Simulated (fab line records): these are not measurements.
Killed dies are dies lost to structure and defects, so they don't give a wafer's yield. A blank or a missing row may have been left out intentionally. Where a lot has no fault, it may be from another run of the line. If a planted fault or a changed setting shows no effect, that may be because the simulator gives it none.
One fault seen from 2 desks    flow berkeleyCmos170    only its own numbers are on each desk; what lay behind them is given at the end

== DESK OF THE TOOL OWNER: implanter-04 ==
For each lot that ran on this tool, the mean over its sampled wafers that have a number, from the tool's own readings at UCB170_NWELL_IMPLANT_14. Marked OUT: a lot whose mean sits more than 4 standard deviations from the usual mean, which makes it out of limits; the brackets give that distance.
Columns: A = doseIonsCm2 at UCB170_NWELL_IMPLANT_14, usual 1.0001e+13
lot   first seen here  A
L452  day 2 22:25      9.9957e+12
L453  day 3 05:55      9.9950e+12
L454  day 3 10:40      1.0011e+13
L455  day 3 15:07      9.9937e+12
L458  day 4 11:52      9.8113e+12 (-17) OUT
L461  day 4 22:55      9.8093e+12 (-17) OUT
L464  day 5 13:47      9.7897e+12 (-19) OUT
Finding of this desk: L458, L461, L464 out of limits; the first was L458 at day 4 11:52, on doseIonsCm2 at UCB170_NWELL_IMPLANT_14. L452, L453, L454, L455: within limits.

== THE METROLOGY DESK ==
Lot by lot, what the gauges showed, no matter which tool ran the lot: averages of those sampled wafers that carry a number. Marked OUT: a lot whose mean sits more than 4 standard deviations from the usual mean, which makes it out of limits; the brackets give that distance.
Columns: A = ACTIVE_OVL at UCB170_ACTIVE_OVL_MEAS_14, usual -6 nm
lot   first seen here  A
L450  day 5 02:07      -9
L452  day 5 17:01      0
L454  day 5 17:07      -5
L453  day 5 17:16      -8
L457  day 6 00:53      -4
L455  day 6 01:04      -3
L458  day 7 00:56      -2
L461  day 7 07:37      -14
L462  day 7 07:44      -9
L464  day 7 08:00      -4
L468  day 8 02:26      -3
L470  day 8 02:53      -4
L466  day 8 13:32      -13
L471  day 8 23:50      -12
L473  day 9 10:34      0
Result from this desk: across the 15 lots, nothing is out of limits.

== TAKEN TOGETHER ==
An alarm could have come from the tool owner's desk at day 4 11:52, on L458, L461, L464.
At the metrology desk, nothing out of limits was observed.
The metrology desk holds a record of L458, L461, L464, inside its limits.
All the named lots went through UCB170_NWELL_IMPLANT_14 on implanter-04.

== WHAT THE SIMULATOR HAD PUT IN ==
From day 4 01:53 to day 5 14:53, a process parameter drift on implanter-04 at UCB170_NWELL_IMPLANT_14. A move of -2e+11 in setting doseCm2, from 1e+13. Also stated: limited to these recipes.
Lots struck among those shown: L458, L461, L464.
Time in hours from fault onset to the first out-of-limits reading at each desk: the tool owner's desk, 10.
